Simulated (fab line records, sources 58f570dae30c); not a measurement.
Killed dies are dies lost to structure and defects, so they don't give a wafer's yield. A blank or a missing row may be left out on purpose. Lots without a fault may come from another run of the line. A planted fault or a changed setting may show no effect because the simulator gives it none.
Which tool did it? | flow berkeley_cmos170 | 14 lots, 42 wafers sampled, at 2 steps of a route of 331

WHAT THE GAUGES READ, wafer by wafer
UCB170_ACTIVE_CD_MEAS_13: target cd 1200 nm.
lot  | measured    | on        | cd_nm (nm)
L928 | day 4 03:41 | cd_sem-01 | 1198.1 1197.7 1198.9
L927 | day 4 03:52 | cd_sem-02 | 1199.2 1198.0 1199.2
L929 | day 4 19:15 | cd_sem-02 | 1199.0 1197.2 1198.0
L930 | day 5 00:49 | cd_sem-01 | 1198.9 1199.4 1198.8
L931 | day 5 11:07 | cd_sem-01 | 1199.9 1200.3 1200.5
L932 | day 5 11:04 | cd_sem-02 | 1200.2 1201.9 1201.2
L934 | day 5 19:20 | cd_sem-01 | 1199.0 1198.3 1197.7
L933 | day 5 19:37 | cd_sem-01 | 1199.1 1200.4 1197.6
L936 | day 6 04:25 | cd_sem-02 | 1198.2 1199.8 1199.0
L935 | day 6 04:09 | cd_sem-02 | 1198.6 1198.1 1198.2
L937 | day 6 10:02 | cd_sem-01 | 1201.2 1201.5 1200.7
L945 | day 7 18:04 | cd_sem-02 | 1183.6 1183.4 1181.8
L949 | day 8 13:49 | cd_sem-02 | 1182.0 1181.6 1180.9
L950 | day 8 22:39 | cd_sem-02 | 1198.9 1198.9 1199.1

WHICH TOOL RAN EACH LOT (tool, then ch and the chambers of the sampled wafers, then the start)
lot  | UCB170_ACTIVE_SOFTBAKE_09
L928 | litho_track-02 ch 0, day 4 02:49
L927 | litho_track-01 ch 0, day 4 02:50
L929 | litho_track-02 ch 0, day 4 18:35
L930 | litho_track-02 ch 0, day 5 00:01
L931 | litho_track-03 ch 0, day 5 10:19
L932 | litho_track-02 ch 0, day 5 10:21
L934 | litho_track-02 ch 0, day 5 18:06
L933 | litho_track-01 ch 0, day 5 18:19
L936 | litho_track-02 ch 0, day 6 03:35
L935 | litho_track-03 ch 0, day 6 03:37
L937 | litho_track-03 ch 0, day 6 09:17
L945 | litho_track-01 ch 0, day 7 17:14
L949 | litho_track-01 ch 0, day 8 12:29
L950 | litho_track-02 ch 0, day 8 21:59
- UCB170_ACTIVE_SOFTBAKE_09: time 60 s.

WHAT THE TOOLS THEMSELVES READ (means of the sampled wafers that have a number; where no wafer has one, the mark that the record gives instead)
UCB170_ACTIVE_SOFTBAKE_09.
lot  | tool           | heater_power_total_W (W) | plate_temp_C (C)
L928 | litho_track-02 | 56.86                    | 129.95
L927 | litho_track-01 | 56.83                    | 130.05
L929 | litho_track-02 | 56.80                    | 130.09
L930 | litho_track-02 | 56.82                    | 129.90
L931 | litho_track-03 | 56.83                    | 129.89
L932 | litho_track-02 | 56.78                    | 129.77
L934 | litho_track-02 | 56.75                    | 129.83
L933 | litho_track-01 | 56.83                    | 129.98
L936 | litho_track-02 | 56.78                    | 129.94
L935 | litho_track-03 | 56.80                    | 129.98
L937 | litho_track-03 | 56.81                    | 130.10
L945 | litho_track-01 | 60.03                    | 135.91
L949 | litho_track-01 | 60.00                    | 135.71
L950 | litho_track-02 | 56.76                    | 130.16

THE ANSWER, worked out from the rows above alone
Rule: what is usual is taken from the lots themselves. Put in order of their means at a reading, lots are off if they are a third of the lots or fewer, leave a main group of 4 or more, and stand apart from it by a gap of 3 or more times the standard deviation of the main group's means; of several such gaps the widest counts. A main group whose means are all the same, to the digits that the tables above print for the reading, isn't used. A lot without any number at a reading at which 4 lots or more have one is off too. The other lots that the step has rows for count as sound. The gauges are gone through in route order, then the tools' own readings, and for those a lot's mean is taken as printed above. The first step at which some lot is off is used, and at that step the reading that is off furthest; a lot without a number counts as furthest.
Off: L945, L949, at UCB170_ACTIVE_CD_MEAS_13 (cd_nm). The main group: mean 1199.2 nm, standard deviation 1.
A tool fits if, at a process step before that reading, it ran every lot that is off, and no sound lot after the first of them. The gauges at UCB170_ACTIVE_CD_MEAS_13 aren't tried: what is off there is off at UCB170_ACTIVE_SOFTBAKE_09 too, on other tools, and a gauge's error can't cause that. One fits: litho_track-01 at UCB170_ACTIVE_SOFTBAKE_09. Its last sound lot is L933 (day 5 18:19), its first lot that is off L945 (day 7 17:14): a fault that began between those two fits.
The tool's own readings at UCB170_ACTIVE_SOFTBAKE_09 bear it out: on the lots that are off they differ by more than 5 times the standard deviation of the sound lots' means. heater_power_total_W reads 60.02 W there against 56.80 W on the sound lots; plate_temp_C reads 135.81 C there against 129.97 C on the sound lots.

WHAT THE SIMULATOR HAD PUT IN
Process parameter drift: litho_track-01, from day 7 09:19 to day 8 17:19, at UCB170_ACTIVE_SOFTBAKE_09. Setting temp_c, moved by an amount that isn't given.
Lots struck among those shown: L945, L949. The rule above found the same.
